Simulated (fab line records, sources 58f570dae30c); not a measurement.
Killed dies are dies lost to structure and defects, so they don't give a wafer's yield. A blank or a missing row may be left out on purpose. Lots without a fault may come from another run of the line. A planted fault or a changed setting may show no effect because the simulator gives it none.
Which tool did it? | flow berkeley_cmos170 | 14 lots, 42 wafers sampled, at 7 steps of a route of 331

WHAT THE GAUGES READ, wafer by wafer
UCB170_PSD_TW_MEAS_10. Usual: PSD_TW 2305, standard deviation 12.
lot  | measured     | on            | PSD_TW                        | flag
L582 | day 7 23:20  | film_metro-03 | 2304 2305 2307                |
L583 | day 7 23:50  | film_metro-03 | 2302 2295 2308                |
L586 | day 8 06:19  | film_metro-03 | 2293 2311 2287                |
L588 | day 9 02:23  | film_metro-02 | 2334 2331 2329                |
L587 | day 9 02:41  | film_metro-03 | 2295 2302 2291                |
L590 | day 9 10:39  | film_metro-01 | 2304 2302 2304                |
L593 | day 9 11:06  | film_metro-01 | 2302 2301 2303                |
L591 | day 9 11:27  | film_metro-01 | 2309 2305 2311                |
L594 | day 10 02:19 | film_metro-02 | 2306 2306 2306                |
L598 | day 10 19:41 | film_metro-02 | 2309 2304 2308                |
L597 | day 10 19:56 | film_metro-03 | 2299 2312 2292                |
L596 | day 10 20:10 | film_metro-01 | 2732 2732 2745 2716 2719 2734 | OFF
L600 | day 11 11:39 | film_metro-02 | 2324 2335 2315                |
L601 | day 11 12:02 | film_metro-01 | 2736 2718 2736 2727 2724 2711 | OFF

UCB170_SDANNEAL_RS_MEAS_02: measures by four-point-probe. Usual: PSD_RS 75.6 ohm/sq, standard deviation 0.34.
lot  | measured     | on            | PSD_RS (ohm/sq)               | flag
L582 | day 8 02:19  | film_metro-03 | 75.0 75.0 75.1                |
L583 | day 8 02:32  | film_metro-01 | 75.3 75.4 75.3                |
L586 | day 8 09:13  | film_metro-01 | 75.4 75.3 75.9                |
L588 | day 9 04:57  | film_metro-03 | 75.2 75.0 75.1                |
L587 | day 9 05:24  | film_metro-01 | 76.1 76.3 76.4                |
L590 | day 9 14:34  | film_metro-02 | 75.7 75.7 76.0                |
L593 | day 9 15:04  | film_metro-02 | 75.3 75.5 75.0                |
L591 | day 9 15:08  | film_metro-01 | 75.8 75.8 75.8                |
L594 | day 10 05:29 | film_metro-03 | 75.9 75.5 75.4                |
L598 | day 11 02:10 | film_metro-03 | 75.4 75.6 75.5                |
L597 | day 11 02:04 | film_metro-02 | 75.7 75.7 75.5                |
L596 | day 11 04:10 | film_metro-01 | 55.3 55.4 55.4 55.5 55.4 55.3 | OFF
L600 | day 11 15:33 | film_metro-01 | 76.0 76.0 76.1                |
L601 | day 11 19:16 | film_metro-03 | 55.1 55.3 55.2 55.1 55.3 55.2 | OFF

UCB170_M2_THK_MEAS_03: measures by xrf. Usual: M2_AL_THK 912 nm, standard deviation 13.
lot  | measured     | on            | M2_AL_THK (nm) | flag
L582 | day 8 15:00  | film_metro-04 | 901 895 910    |
L583 | day 8 16:27  | film_metro-03 | 899 892 904    |
L586 | day 8 23:30  | film_metro-03 | 915 897 911    |
L588 | day 9 17:22  | film_metro-03 | 917 903 908    |
L587 | day 9 18:36  | film_metro-01 | 906 906 916    |
L590 | day 10 04:32 | film_metro-04 | 904 904 897    |
L593 | day 10 04:50 | film_metro-04 | 919 912 902    |
L591 | day 10 06:37 | film_metro-01 | 921 930 934    |
L594 | day 10 18:13 | film_metro-01 | 906 919 903    |
L598 | day 11 15:31 | film_metro-04 | 899 905 894    |
L597 | day 11 13:47 | film_metro-01 | 930 924 922    |
L600 | day 12 06:00 | film_metro-01 | 910 897 890    |

UCB170_V2_THK_MEAS_04. Usual: V2_POLISHED_THK 999.5 nm, standard deviation 1.2.
lot  | measured     | on            | V2_POLISHED_THK (nm) | flag
L582 | day 8 18:25  | film_metro-02 | 1001.7 1001.1 1001.6 |
L583 | day 8 19:23  | film_metro-02 | 999.1 999.1 998.4    |
L586 | day 9 02:23  | film_metro-01 | 998.9 998.4 1000.1   |
L588 | day 9 20:32  | film_metro-01 | 998.5 997.2 999.4    |
L587 | day 9 21:39  | film_metro-04 | 1000.5 1001.9 999.5  |
L590 | day 10 08:12 | film_metro-02 | 999.9 999.8 999.2    |
L593 | day 10 08:34 | film_metro-02 | 1000.7 1001.5 1000.3 |
L591 | day 10 10:05 | film_metro-01 | 998.8 999.4 999.3    |
L594 | day 10 21:05 | film_metro-02 | 1000.3 1000.3 998.3  |
L598 | day 11 18:43 | film_metro-02 | 999.5 1000.6 1000.3  |
L597 | day 11 17:31 | film_metro-02 | 1001.2 1001.5 1000.6 |
L600 | day 12 09:34 | film_metro-02 | 999.2 997.0 999.4    |

WHICH TOOL RAN EACH LOT (tool, then ch and the chambers of the sampled wafers, then the start)
lot  | UCB170_PSD_IMPLANT_08           | UCB170_PSD_STRIP_09                  | UCB170_SILICIDE_RTA_04
L582 | implanter-04 ch 0, day 7 23:05  | plasma_asher-02 ch 0,1, day 7 23:14  | rtp_anneal-02 ch 0, day 8 03:04
L583 | implanter-01 ch 0, day 7 23:35  | plasma_asher-02 ch 0,1, day 7 23:44  | rtp_anneal-01 ch 0, day 8 03:17
L586 | implanter-03 ch 0, day 8 06:04  | plasma_asher-02 ch 0,1, day 8 06:13  | rtp_anneal-02 ch 0, day 8 09:58
L588 | implanter-04 ch 0, day 9 02:08  | plasma_asher-02 ch 0,1, day 9 02:16  | rtp_anneal-02 ch 0, day 9 05:43
L587 | implanter-03 ch 0, day 9 02:26  | plasma_asher-01 ch 0,1, day 9 02:34  | rtp_anneal-01 ch 0, day 9 06:09
L590 | implanter-01 ch 0, day 9 10:24  | plasma_asher-01 ch 0,1, day 9 10:33  | rtp_anneal-02 ch 0, day 9 15:28
L593 | implanter-01 ch 0, day 9 10:52  | plasma_asher-01 ch 0,1, day 9 10:59  | rtp_anneal-02 ch 0, day 9 15:49
L591 | implanter-01 ch 0, day 9 11:13  | plasma_asher-03 ch 0,1, day 9 11:20  | rtp_anneal-01 ch 0, day 9 15:53
L594 | implanter-01 ch 0, day 10 02:05 | plasma_asher-02 ch 0,1, day 10 02:13 | rtp_anneal-01 ch 0, day 10 06:14
L598 | implanter-03 ch 0, day 10 19:27 | plasma_asher-02 ch 0,1, day 10 19:34 | rtp_anneal-01 ch 0, day 11 02:55
L597 | implanter-04 ch 0, day 10 19:43 | plasma_asher-01 ch 0,1, day 10 19:51 | rtp_anneal-02 ch 0, day 11 02:53
L596 | implanter-01 ch 0, day 10 19:56 | plasma_asher-03 ch 0,1, day 10 20:04 | -
L600 | implanter-04 ch 0, day 11 11:26 | plasma_asher-01 ch 0,1, day 11 11:34 | rtp_anneal-02 ch 0, day 11 16:18
L601 | implanter-01 ch 0, day 11 11:47 | plasma_asher-01 ch 1, day 11 11:55   | -
- UCB170_PSD_IMPLANT_08
- UCB170_PSD_STRIP_09: strips in O2.
- UCB170_SILICIDE_RTA_04: time 15 s.

WHAT THE TOOLS THEMSELVES READ (means of the sampled wafers that have a number; where no wafer has one, the mark that the record gives instead)
UCB170_PSD_IMPLANT_08. Usual: beam_on_s 10.00 s, standard deviation 0.2; dose_ions_cm2 3e+15, standard deviation 3.3e+12; end_station_pressure_torr 1.27e-05 Torr, standard deviation 6.7e-07; faraday_current_uA 9257, standard deviation 180.
lot  | tool         | beam_on_s (s) | dose_ions_cm2 | end_station_pressure_torr (Torr) | faraday_current_uA | flag
L582 | implanter-04 | 9.99          | 3e+15         | 1.29e-05                         | 9265               |
L583 | implanter-01 | 9.80          | 3e+15         | 1.26e-05                         | 9419               |
L586 | implanter-03 | 10.07         | 3e+15         | 1.29e-05                         | 9173               |
L588 | implanter-04 | 9.97          | 3e+15         | 1.31e-05                         | 9307               |
L587 | implanter-03 | 10.13         | 3e+15         | 1.26e-05                         | 9149               |
L590 | implanter-01 | 9.98          | 3e+15         | 1.31e-05                         | 9274               |
L593 | implanter-01 | 10.23         | 3e+15         | 1.28e-05                         | 9039               |
L591 | implanter-01 | 10.02         | 3e+15         | 1.33e-05                         | 9236               |
L594 | implanter-01 | 9.90          | 3e+15         | 1.28e-05                         | 9342               |
L598 | implanter-03 | 10.01         | 3e+15         | 1.32e-05                         | 9232               |
L597 | implanter-04 | 10.15         | 3e+15         | 1.27e-05                         | 9150               |
L596 | implanter-01 | 10.54         | 5e+15         | 1.68e-05                         | 15328              | OFF
L600 | implanter-04 | 10.26         | 3e+15         | 1.29e-05                         | 9023               |
L601 | implanter-01 | 10.83         | 5e+15         | 1.81e-05                         | 14871              | OFF

UCB170_PSD_STRIP_09. Usual: drypump_motor_current_A 5.3 A, standard deviation 0.32; oes_product_au 0.600 a.u., standard deviation 0.0043; strip_time_to_endpoint_s 29.39 s, standard deviation 0.067.
lot  | tool            | drypump_motor_current_A (A) | oes_product_au (a.u.) | strip_time_to_endpoint_s (s) | flag
L582 | plasma_asher-02 | 5.1                         | 0.599                 | 29.35                        |
L583 | plasma_asher-02 | 5.1                         | 0.605                 | 29.41                        |
L586 | plasma_asher-02 | 5.2                         | 0.596                 | 29.30                        |
L588 | plasma_asher-02 | 5.1                         | 0.602                 | 29.38                        |
L587 | plasma_asher-01 | 5.6                         | 0.601                 | 29.23                        |
L590 | plasma_asher-01 | 5.6                         | 0.602                 | 29.33                        |
L593 | plasma_asher-01 | 5.5                         | 0.605                 | 29.31                        |
L591 | plasma_asher-03 | 5.2                         | 0.598                 | 29.35                        |
L594 | plasma_asher-02 | 5.1                         | 0.602                 | 29.41                        |
L598 | plasma_asher-02 | 5.1                         | 0.603                 | 29.47                        |
L597 | plasma_asher-01 | 5.6                         | 0.596                 | 29.41                        |
L596 | plasma_asher-03 | 5.4                         | 0.531                 | 36.08                        | OFF
L600 | plasma_asher-01 | 5.7                         | 0.602                 | 29.38                        |
L601 | plasma_asher-01 | 5.8                         | 0.533                 | 36.05                        | OFF

UCB170_SILICIDE_RTA_04. Usual: lamp_power_pct 11.12 %, standard deviation 0.19; wafer_temp_C_max 653.1, standard deviation 1.4.
lot  | tool          | lamp_power_pct (%) | wafer_temp_C_max | flag
L582 | rtp_anneal-02 | 10.92              | 654.8            |
L583 | rtp_anneal-01 | 11.29              | 652.3            |
L586 | rtp_anneal-02 | 10.92              | 654.5            |
L588 | rtp_anneal-02 | 10.92              | 654.7            |
L587 | rtp_anneal-01 | 11.29              | 651.9            |
L590 | rtp_anneal-02 | 10.91              | 654.3            |
L593 | rtp_anneal-02 | 10.92              | 655.4            |
L591 | rtp_anneal-01 | 11.27              | 651.9            |
L594 | rtp_anneal-01 | 11.29              | 652.2            |
L598 | rtp_anneal-01 | 11.30              | 651.9            |
L597 | rtp_anneal-02 | 10.92              | 654.2            |
L600 | rtp_anneal-02 | 10.91              | 654.2            |

THE ANSWER, worked out from the rows above alone
Rule: a lot is off if the mean of its wafers that have a number lies more than 3 standard deviations from the usual mean. A lot without any number at a reading at which 4 lots or more have one is off too. The other lots that the step has rows for count as sound. The gauges are gone through in route order, then the tools' own readings, and for those a lot's mean is taken as printed above. The first step at which some lot is off is used, and at that step the reading that is off furthest; a lot without a number counts as furthest.
Off: L596, L601, at UCB170_PSD_TW_MEAS_10 (PSD_TW).
A tool fits if, at a process step before that reading, it ran every lot that is off, and no sound lot after the first of them. The gauges at UCB170_PSD_TW_MEAS_10 aren't tried: what is off there is off at UCB170_PSD_IMPLANT_08 too, on other tools, and a gauge's error can't cause that. One fits: implanter-01 at UCB170_PSD_IMPLANT_08. Its last sound lot is L594 (day 10 02:05), its first lot that is off L596 (day 10 19:56): a fault that began between those two fits.
The tool's own readings at UCB170_PSD_IMPLANT_08 bear it out: on the lots that are off they differ by more than 5 times the standard deviation of the sound lots' means. beam_on_s reads 10.68 s there against 10.04 s on the sound lots; dose_ions_cm2 reads 5e+15 there against 3e+15 on the sound lots; end_station_pressure_torr reads 1.74e-05 Torr there against 1.29e-05 Torr on the sound lots; faraday_current_uA reads 15100 there against 9217 on the sound lots.

WHAT THE SIMULATOR HAD PUT IN
Process parameter drift: implanter-01, from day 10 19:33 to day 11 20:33, at UCB170_PSD_IMPLANT_08. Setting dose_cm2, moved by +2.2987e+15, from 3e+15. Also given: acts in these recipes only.
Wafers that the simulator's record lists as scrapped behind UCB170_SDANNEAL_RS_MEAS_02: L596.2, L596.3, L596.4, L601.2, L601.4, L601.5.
Lots struck among those shown: L596, L601. The rule above found the same.
